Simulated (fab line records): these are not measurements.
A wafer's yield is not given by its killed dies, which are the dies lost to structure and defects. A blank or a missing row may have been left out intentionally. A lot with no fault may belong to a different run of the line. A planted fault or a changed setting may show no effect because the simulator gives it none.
Which tool did it? :: flow berkeley_cmos170 :: Sampling: 15 lots, 45 wafers, 3 of 331 route steps

WHAT EACH GAUGE READ, for each wafer
UCB170_PWELL_OVL_MEAS_13. Usual: PWELL_OVL 1 nm, standard deviation 5.3.
lot: L570
measured: day 3 11:55
on: overlay-01
PWELL_OVL (nm): -6 6 2
flag: 

lot: L571
measured: day 3 11:43
on: overlay-01
PWELL_OVL (nm): -1 -4 3
flag: 

lot: L572
measured: day 3 19:05
on: overlay-01
PWELL_OVL (nm): 3 8 12
flag: 

lot: L574
measured: day 4 15:23
on: overlay-02
PWELL_OVL (nm): 8 -8 8
flag: 

lot: L576
measured: day 4 15:06
on: overlay-02
PWELL_OVL (nm): 8 -6 -3
flag: 

lot: L578
measured: day 5 01:52
on: overlay-01
PWELL_OVL (nm): 0 -5 -9
flag: 

lot: L580
measured: day 5 15:34
on: overlay-01
PWELL_OVL (nm): 12 1 3
flag: 

lot: L583
measured: day 6 07:50
on: overlay-02
PWELL_OVL (nm): 5 6 3
flag: 

lot: L584
measured: day 6 07:31
on: overlay-01
PWELL_OVL (nm): -6 -10 0
flag: 

lot: L586
measured: day 6 20:09
on: overlay-02
PWELL_OVL (nm): 3 -1 2
flag: 

lot: L587
measured: day 6 19:54
on: overlay-01
PWELL_OVL (nm): 2 6 2
flag: 

lot: L589
measured: day 7 06:40
on: overlay-01
PWELL_OVL (nm): 1 1 9
flag: 

lot: L590
measured: day 7 19:28
on: overlay-01
PWELL_OVL (nm): 2 -2 3
flag: 

lot: L591
measured: day 7 19:29
on: overlay-02
PWELL_OVL (nm): -3 1 1
flag: 

lot: L592
measured: day 8 03:32
on: overlay-01
PWELL_OVL (nm): -7 -8 2
flag: 

UCB170_ACTIVE_THK_MEAS_03. Usual: ACTIVE_OXIDE_THK 26.4 nm, standard deviation 0.41.
lot: L570
measured: day 4 17:02
on: film_metro-02
ACTIVE_OXIDE_THK (nm): 27.0 27.0 26.5
flag: 

lot: L571
measured: day 4 12:57
on: film_metro-03
ACTIVE_OXIDE_THK (nm): 27.1 26.7 26.7
flag: 

lot: L572
measured: day 4 16:58
on: film_metro-02
ACTIVE_OXIDE_THK (nm): 26.8 26.5 26.9
flag: 

lot: L574
measured: day 5 13:43
on: film_metro-02
ACTIVE_OXIDE_THK (nm): 26.1 26.2 26.2
flag: 

lot: L576
measured: day 5 13:42
on: film_metro-03
ACTIVE_OXIDE_THK (nm): 26.2 26.1 26.5
flag: 

lot: L578
measured: day 5 23:53
on: film_metro-01
ACTIVE_OXIDE_THK (nm): 26.6 26.1 26.1
flag: 

lot: L580
measured: day 6 14:21
on: film_metro-02
ACTIVE_OXIDE_THK (nm): 25.9 26.1 26.3
flag: 

lot: L583
measured: day 7 09:41
on: film_metro-01
ACTIVE_OXIDE_THK (nm): 26.9 26.4 25.7
flag: 

lot: L584
measured: day 7 09:44
on: film_metro-01
ACTIVE_OXIDE_THK (nm): 26.9 26.9 26.8
flag: 

lot: L586
measured: day 7 21:59
on: film_metro-02
ACTIVE_OXIDE_THK (nm): 26.7 27.0 26.8
flag: 

lot: L587
measured: day 7 21:59
on: film_metro-03
ACTIVE_OXIDE_THK (nm): 26.6 26.2 25.8
flag: 

lot: L589
measured: day 8 05:37
on: film_metro-01
ACTIVE_OXIDE_THK (nm): 26.4 26.1 25.8
flag: 

lot: L590
measured: day 8 19:11
on: film_metro-03
ACTIVE_OXIDE_THK (nm): 26.0 26.3 25.9
flag: 

lot: L591
measured: day 8 19:12
on: film_metro-01
ACTIVE_OXIDE_THK (nm): 25.8 26.2 26.0
flag: 

lot: L592
measured: day 9 07:11
on: film_metro-01
ACTIVE_OXIDE_THK (nm): 26.0 26.9 26.4
flag: 

EACH LOT AND THE TOOL THAT RAN IT (in order: tool; ch and the chambers of the sampled wafers; start)
lot: L570
UCB170_ZERO_ETCH_06: rie_diel-01 ch 1,3, day 2 02:17

lot: L571
UCB170_ZERO_ETCH_06: rie_diel-02 ch 0,3, day 2 08:59

lot: L572
UCB170_ZERO_ETCH_06: rie_diel-01 ch 2,3, day 2 12:48

lot: L574
UCB170_ZERO_ETCH_06: rie_diel-01 ch 0,1,2, day 2 23:03

lot: L576
UCB170_ZERO_ETCH_06: rie_diel-01 ch 1,2,3, day 3 08:50

lot: L578
UCB170_ZERO_ETCH_06: rie_diel-01 ch 1,2,3, day 3 20:06

lot: L580
UCB170_ZERO_ETCH_06: rie_diel-01 ch 1,2,3, day 4 03:59

lot: L583
UCB170_ZERO_ETCH_06: rie_diel-03 ch 0,1,2, day 4 18:10

lot: L584
UCB170_ZERO_ETCH_06: rie_diel-01 ch 0,1,3, day 4 22:29

lot: L586
UCB170_ZERO_ETCH_06: rie_diel-02 ch 0,2,3, day 5 11:11

lot: L587
UCB170_ZERO_ETCH_06: rie_diel-01 ch 0,1,2, day 5 11:28

lot: L589
UCB170_ZERO_ETCH_06: rie_diel-01 ch 0,1,3, day 6 00:49

lot: L590
UCB170_ZERO_ETCH_06: rie_diel-02 ch 2,3, day 6 06:59

lot: L591
UCB170_ZERO_ETCH_06: rie_diel-03 ch 0,1,2, day 6 09:52

lot: L592
UCB170_ZERO_ETCH_06: rie_diel-01 ch 1,2, day 6 17:04
- UCB170_ZERO_ETCH_06: etches SiO2 in CHF3/CF4/Ar, time 12 s.

AS READ BY THE TOOLS THEMSELVES (means over the sampled wafers that have a number; for cases with no such wafer, the mark the record gives instead)
UCB170_ZERO_ETCH_06. Usual: drypump_motor_current_A 5.7 A, standard deviation 0.53; oes_product_au 0.613 a.u., standard deviation 0.0096; throttle_valve_pct 9.36 %, standard deviation 0.17.
lot: L570
tool: rie_diel-01
drypump_motor_current_A (A): 5.5
oes_product_au (a.u.): 0.606
throttle_valve_pct (%): 9.40
flag: 

lot: L571
tool: rie_diel-02
drypump_motor_current_A (A): 6.2
oes_product_au (a.u.): 0.616
throttle_valve_pct (%): 9.27
flag: 

lot: L572
tool: rie_diel-01
drypump_motor_current_A (A): 5.9
oes_product_au (a.u.): 0.606
throttle_valve_pct (%): 9.46
flag: 

lot: L574
tool: rie_diel-01
drypump_motor_current_A (A): 5.3
oes_product_au (a.u.): 0.612
throttle_valve_pct (%): 9.36
flag: 

lot: L576
tool: rie_diel-01
drypump_motor_current_A (A): 5.6
oes_product_au (a.u.): 0.609
throttle_valve_pct (%): 9.37
flag: 

lot: L578
tool: rie_diel-01
drypump_motor_current_A (A): 5.6
oes_product_au (a.u.): 0.610
throttle_valve_pct (%): 9.36
flag: 

lot: L580
tool: rie_diel-01
drypump_motor_current_A (A): 5.6
oes_product_au (a.u.): 0.610
throttle_valve_pct (%): 9.38
flag: 

lot: L583
tool: rie_diel-03
drypump_motor_current_A (A): 5.9
oes_product_au (a.u.): 0.618
throttle_valve_pct (%): 9.22
flag: 

lot: L584
tool: rie_diel-01
drypump_motor_current_A (A): 5.3
oes_product_au (a.u.): 0.615
throttle_valve_pct (%): 9.41
flag: 

lot: L586
tool: rie_diel-02
drypump_motor_current_A (A): 5.9
oes_product_au (a.u.): 0.616
throttle_valve_pct (%): 9.32
flag: 

lot: L587
tool: rie_diel-01
drypump_motor_current_A (A): 5.3
oes_product_au (a.u.): 0.614
throttle_valve_pct (%): 9.37
flag: 

lot: L589
tool: rie_diel-01
drypump_motor_current_A (A): 5.3
oes_product_au (a.u.): 0.611
throttle_valve_pct (%): 9.41
flag: 

lot: L590
tool: rie_diel-02
drypump_motor_current_A (A): 5.7
oes_product_au (a.u.): 0.612
throttle_valve_pct (%): 9.40
flag: 

lot: L591
tool: rie_diel-03
drypump_motor_current_A (A): 5.9
oes_product_au (a.u.): 0.615
throttle_valve_pct (%): 9.23
flag: 

lot: L592
tool: rie_diel-01
drypump_motor_current_A (A): 5.6
oes_product_au (a.u.): 0.608
throttle_valve_pct (%): 9.34
flag: 

THE ANSWER, worked out from the rows above alone
Rule: take the mean of a lot's wafers that have a number; if it is more than 3 standard deviations from the usual mean, the lot is off. A lot without any number at a reading at which 4 lots or more have one is off too. Any other lot the step has rows for is counted as sound. Order of review: gauges by route order, followed by the tools' own readings, for which a lot's mean as printed above is used. The first step at which some lot is off is used, and at that step the reading that is off furthest; a lot without a number counts as furthest.
None of the lots is off at any reading shown; this tells nothing.

WHAT WAS PUT IN BY THE SIMULATOR
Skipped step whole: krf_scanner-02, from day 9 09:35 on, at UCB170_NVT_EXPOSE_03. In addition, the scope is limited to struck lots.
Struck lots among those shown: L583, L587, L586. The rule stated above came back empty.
